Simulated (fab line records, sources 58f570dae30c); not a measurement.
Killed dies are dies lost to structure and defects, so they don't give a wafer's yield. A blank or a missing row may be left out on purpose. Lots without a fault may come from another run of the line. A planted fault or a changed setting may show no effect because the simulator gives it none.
fab line records | flow berkeley_cmos170
record lots=7 wafers=21 last_day=13
route steps=331 shown M2@272
lots that met no fault: from a run of the same line without faults
start_h: hours from the record's first day to the start of the lot's first wafer shown | wait_h: hours since the lot's step before | " the same as in the row above | L1.1+2: a row that stands for several wafers | - no value, or no start given | * or withheld: withheld | < > ~ a bound
route shown NAME@n: a module of which the file shows steps, and the number in the route of the first | usual: mean/standard deviation of fault-free wafers | same: alike in all rows | chamber/n: place in a boat | sites: the reading at each site | _std_site: their standard deviation | _edge_site: outer sites' mean less inner sites' | radius_mm: how far each site lies from the wafer's centre | mask NAME#n: copy n | behind: the tool/chamber that last shaped the wafer | hold: why the lot was held/for how many hours/how that ended | device: the transistor (n, p or np) that didn't switch | end of line: the same wafers' tests at the end of the route | a step without rows: its recipe alone | killed: dies lost to structure and defects at the first sort, not the wafer's yield | map: a wafer's dies, x killed, . not, _ none there
set.NAME: the setting as run; set.NAME@STEP: as run at that earlier step | model.NAME: the simulator's own value behind a step, which no gauge read
lots at some steps of the route; a table a step, a row a wafer
services: from which hour (start_h, from the record's first day; less than 0 if before it) a tool's chamber was out of use, for how many hours, and why
## steps
# step UCB170_M2_SPUTTER_01
# recipe material=Al target_thk_nm=900 time_s=120 power_w=6000 chamber_pressure_pa=0.5
# usual throttle_valve_pct=30.2/1
# columns lot.wafer tool chamber start_h wait_h throttle_valve_pct
L147.1 pvd_sputter-01 - 202.88 0.0 30.2
L147.3 " - " " 31.1
L147.5 " - " " 30.2
L148.1 pvd_sputter-02 - 205.45 0.0 31.4
L148.3 " - " " 30.3
L148.5 " - " " 29.6
L156.1 pvd_sputter-03 - 252.28 0.0 27.8
L156.3 " - " " 30.3
L156.5 " - " " 27.9
L158.1 pvd_sputter-01 - 253.64 0.0 30.6
L158.3 " - " " 30.4
L158.6 " - " " 31.1
L157.2 pvd_sputter-02 - 253.82 0.0 30.2
L157.3 " - " " 29.9
L157.5 " - " " 31.3
L166.2 pvd_sputter-02 - 298.10 0.0 29.8
L166.5 " - " " 31.0
L166.6 " - " " 30.2
L167.1 pvd_sputter-03 - 302.98 0.0 27.8
L167.4 " - " " 29.1
L167.5 " - " " 29.1
# step UCB170_M2_RS_MEAS_02
# recipe thk_meas_gauge=four-point-probe reads=Al_of_M2_SPUTTER_01
# usual M2_AL_RS=0.0321/0.00031
# columns lot.wafer tool chamber start_h wait_h M2_AL_RS[ohm/sq]
L147.1 film_metro-01 - 202.97 0.0 0.0319
L147.3 " - " " 0.0320
L147.5 " - " " 0.0320
L148.1 film_metro-02 - 205.54 0.0 0.0317
L148.3 " - " " 0.0321
L148.5 " - " " 0.0315
L156.1 film_metro-01 - 252.36 0.0 0.0323
L156.3 " - " " 0.0318
L156.5 " - " " 0.0323
L158.1 film_metro-03 - 253.72 0.0 0.0318
L158.3 " - " " 0.0319
L158.6 " - " " 0.0320
L157.2 film_metro-01 - 253.93 0.1 0.0328
L157.3 " - " " 0.0327
L157.5 " - " " 0.0328
L166.2 film_metro-02 - 298.21 0.1 0.0325
L166.5 " - " " 0.0328
L166.6 " - " " 0.0326
L167.1 film_metro-03 - 303.07 0.0 0.0319
L167.4 " - " " 0.0318
L167.5 " - " " 0.0318
# step UCB170_M2_THK_MEAS_03
# recipe thk_meas_gauge=xrf reads=Al_of_M2_SPUTTER_01
# usual M2_AL_THK=912/9.6
# columns lot.wafer tool chamber start_h wait_h M2_AL_THK[nm]
L147.1 film_metro-01 - 203.09 0.1 910
L147.3 " - " " 911
L147.5 " - " " 914
L148.1 film_metro-02 - 205.66 0.1 931
L148.3 " - " " 914
L148.5 " - " " 931
L156.1 film_metro-01 - 252.48 0.1 909
L156.3 " - " " 921
L156.5 " - " " 908
L158.1 film_metro-03 - 253.84 0.1 914
L158.3 " - " " 907
L158.6 " - " " 909
L157.2 film_metro-01 - 254.04 0.1 897
L157.3 " - " " 896
L157.5 " - " " 900
L166.2 film_metro-02 - 298.32 0.1 900
L166.5 " - " " 897
L166.6 " - " " 896
L167.1 film_metro-03 - 303.19 0.1 915
L167.4 " - " " 917
L167.5 " - " " 919
# step UCB170_M2_HMDS_04
# recipe prime_time_s=60 prime_temp_c=100
# step UCB170_M2_COAT_05
# recipe resist=KrF spin_rpm=1500 resist_thk_nm=900
# step UCB170_M2_SOFTBAKE_06
# recipe resist=KrF temp_c=130 time_s=60
# step UCB170_M2_STRIP_07
# recipe chemistry=O2 power_w=400 pressure_mtorr=3500 platen_temp_c=withheld o2_flow_sccm=400 overash_fraction=0.5
# usual drypump_motor_current_A=5.47/0.27 o2_flow_sccm=400.0/1.2 oes_product_au=0.735/0.005 strip_time_to_endpoint_s=21.92/0.065
# columns lot.wafer tool chamber start_h wait_h drypump_motor_current_A o2_flow_sccm oes_product_au rf_hours_counter_h strip_time_to_endpoint_s
L147.1 plasma_asher-04 0 203.64 0.1 5.39 401.0 0.725 49 21.94
L147.3 " 0 " " 5.38 402.0 0.732 - 21.96
L147.5 " 1 " " 4.99 398.9 0.736 - 21.90
L148.1 plasma_asher-03 0 206.53 0.1 5.59 399.0 0.728 10 21.84
L148.3 " 0 " " 5.59 398.9 0.745 - 21.87
L148.5 " 1 " " 5.80 400.8 0.737 - 21.85
L156.1 plasma_asher-01 0 253.31 0.1 5.18 400.0 0.733 54 21.92
L156.3 " 1 " " 5.60 397.0 0.732 - 22.01
L156.5 " 1 " " 5.59 397.9 0.734 - 21.94
L158.1 plasma_asher-03 1 254.35 0.1 5.77 401.3 0.744 15 21.85
L158.3 " 1 " " 5.82 399.9 0.734 - 21.95
L158.6 " 1 " " 5.83 399.7 0.734 - 21.80
L157.2 plasma_asher-01 1 254.54 0.1 5.61 399.3 0.731 54 21.88
L157.3 " 0 " " 5.17 400.7 0.732 - 21.84
L157.5 " 1 " " 5.60 400.6 0.729 - 21.80
L166.2 plasma_asher-03 1 298.97 0.1 5.82 399.4 0.732 21 22.06
L166.5 " 1 " " 5.83 399.5 0.732 - 22.04
L166.6 " 0 " " 5.61 399.6 0.737 - 21.97
L167.1 plasma_asher-04 1 303.70 0.1 5.02 397.7 0.738 60 21.87
L167.4 " 0 " " 5.41 398.9 0.734 - 21.94
L167.5 " 1 " " 5.02 398.9 0.732 - 21.88
# step UCB170_M2_STRIP_08
# recipe chemistry=DMSO temp_c=80 time_s=600 material=KrF
# step UCB170_M2_COAT_09
# recipe resist=BARC temp_c=withheld time_s=withheld spin_rpm=3000 resist_thk_nm=withheld
# step UCB170_M2_COAT_10
# recipe resist=KrF spin_rpm=1500 resist_thk_nm=900
# step UCB170_M2_SOFTBAKE_11
# recipe resist=KrF temp_c=130 time_s=60
# step UCB170_M2_EXPOSE_12
# recipe mask_id=METAL2 target_cd_nm=700 na=0.5 sigma_outer=0.6 source_shape=conventional dose_mj=26
# step UCB170_M2_PEB_13
# recipe peb_temp_c=130 peb_time_s=withheld resist=KrF
# usual chill_plate_temp_C=23.00/0.092 exhaust_pa=44.9/1
# columns lot.wafer tool chamber start_h wait_h chill_plate_temp_C exhaust_pa
L147.1 litho_track-03 0 205.98 0.4 23.12 47.7
L147.3 " 0 " " 23.17 45.1
L147.5 " 0 " " 23.14 46.0
L148.1 litho_track-03 0 207.68 0.1 23.23 43.3
L148.3 " 0 " " 22.94 44.0
L148.5 " 0 " " 23.14 44.3
L156.1 litho_track-03 - 254.15 0.1 - -
L156.3 " - " " - -
L156.5 " - " " - -
L157.2 litho_track-03 - 255.88 0.5 - -
L157.3 " - " " - -
L157.5 " - " " - -
L158.1 litho_track-02 - 256.16 0.5 - -
L158.3 " - " " - -
L158.6 " - " " - -
L166.2 litho_track-01 0 299.90 0.2 22.90 44.5
L166.5 " 0 " " 22.82 45.5
L166.6 " 0 " " 22.90 45.3
L167.1 litho_track-01 0 306.05 0.7 22.89 44.9
L167.4 " 0 " " 22.97 45.7
L167.5 " 0 " " 22.98 44.7
# step UCB170_M2_DEVELOP_14
# recipe developer=TMAH develop_time_s=45 resist=KrF dev_temp_c=21
## services
# columns tool chamber start_h hours kind
plasma_asher-04 - 197.92 0.5 repair
pvd_sputter-01 - 215.17 3.0 repair
pvd_sputter-01 - 221.68 7.6 repair
plasma_asher-03 - 229.85 1.2 repair
pvd_sputter-03 - 298.51 4.4 repair
## key
first_sign step=UCB170_M2_PEB_13 reading=tool_record direction=missing
effect none on later readings
met_at UCB170_M2_PEB_13
struck_wafers L156.1,L156.3,L156.5,L157.2,L157.3,L157.5,L158.1,L158.3,L158.6
later_rows_left_out L156.1,L156.3,L156.5,L157.2,L157.3,L157.5,L158.1,L158.3,L158.6
sort_left_out L156.1,L156.3,L156.5,L157.2,L157.3,L157.5,L158.1,L158.3,L158.6
onset_between 207.68 254.15
fault kind=skipped_step_whole tool=litho_track-02,litho_track-03 chamber=- onset_h=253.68 steps=UCB170_M2_PEB_13 scope=struck_lots_only
# sort_left_out: the simulated sort isn't trusted on such a fault, so these wafers' sort isn't shown, and their yield isn't known
# later_rows_left_out: the simulator's readings of these wafers behind a module that went badly wrong aren't trusted and aren't shown, but for the sort
